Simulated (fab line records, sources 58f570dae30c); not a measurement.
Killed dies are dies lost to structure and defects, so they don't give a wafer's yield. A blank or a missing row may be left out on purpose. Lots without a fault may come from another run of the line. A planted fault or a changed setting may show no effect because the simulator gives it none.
One fault seen from 2 desks | flow berkeley_cmos170 | each desk has only its own numbers; what lay behind them comes last

THE METROLOGY DESK
What the gauges read, lot by lot, whatever tool the lot ran on: means of the sampled wafers that have a number. A lot is out of limits, marked OUT, if its mean lies more than 4 standard deviations from the usual mean; the brackets give that distance.
Columns: A = cd_nm at UCB170_CONTACT_CD_MEAS_15, usual 700.1 nm; B = M3_AL_THK at UCB170_M3_THK_MEAS_03, usual 891 nm; C = M3_BOW at UCB170_M3_BOW_MEAS_20, usual 36 um
lot  | first seen here | A     | B   | C
L857 | day 6 16:37     | 702.6 | 888 | 42
L856 | day 6 16:52     | 702.9 | 874 | 36
L859 | day 7 16:09     | 699.5 | 882 | 34
L861 | day 7 17:55     | 699.1 | 875 | 31
L862 | day 7 18:04     | 701.0 | 907 | 33
L863 | day 8 03:20     | 701.8 | 896 | 35
L866 | day 8 21:58     | 701.3 | 884 | 36
L864 | day 8 22:32     | 699.3 | 892 | 38
L869 | day 9 22:46     | 699.4 | 900 | 29
L870 | day 9 22:59     | 700.1 | 906 | 43
L875 | day 10 13:04    | 699.9 | 906 | 31
L876 | day 10 20:56    | 699.4 | 914 | 32
L878 | day 11 14:17    | 699.1 | 892 | 42
L877 | day 11 16:34    | 699.6 | 901 | 30
This desk's finding: nothing out of limits on any of the 14 lots.

THE TOOL OWNER'S DESK: cmp-01
The tool's own readings at UCB170_V2_CMP_02 (polishes SiO2): means of the sampled wafers that have a number, for each lot that ran on this tool. A lot is out of limits, marked OUT, if its mean lies more than 4 standard deviations from the usual mean; the brackets give that distance.
Columns: A = motor_current_A at UCB170_V2_CMP_02, usual 15.8 A; B = slurry_filter_dp_kPa at UCB170_V2_CMP_02, usual 13.49 kPa
lot  | first seen here | A    | B
L856 | day 7 07:40     | 16.5 | 13.44
L859 | day 8 03:25     | 17.0 | 13.53
L862 | day 8 08:09     | 16.7 | 13.50
L869 | day 10 11:49    | 16.5 | 13.41
L870 | day 10 12:25    | 18.3 | 13.44
This desk's finding: nothing out of limits on any of the 5 lots.

PUT TOGETHER
The metrology desk saw nothing out of limits.
The tool owner's desk saw nothing out of limits.

WHAT THE SIMULATOR HAD PUT IN
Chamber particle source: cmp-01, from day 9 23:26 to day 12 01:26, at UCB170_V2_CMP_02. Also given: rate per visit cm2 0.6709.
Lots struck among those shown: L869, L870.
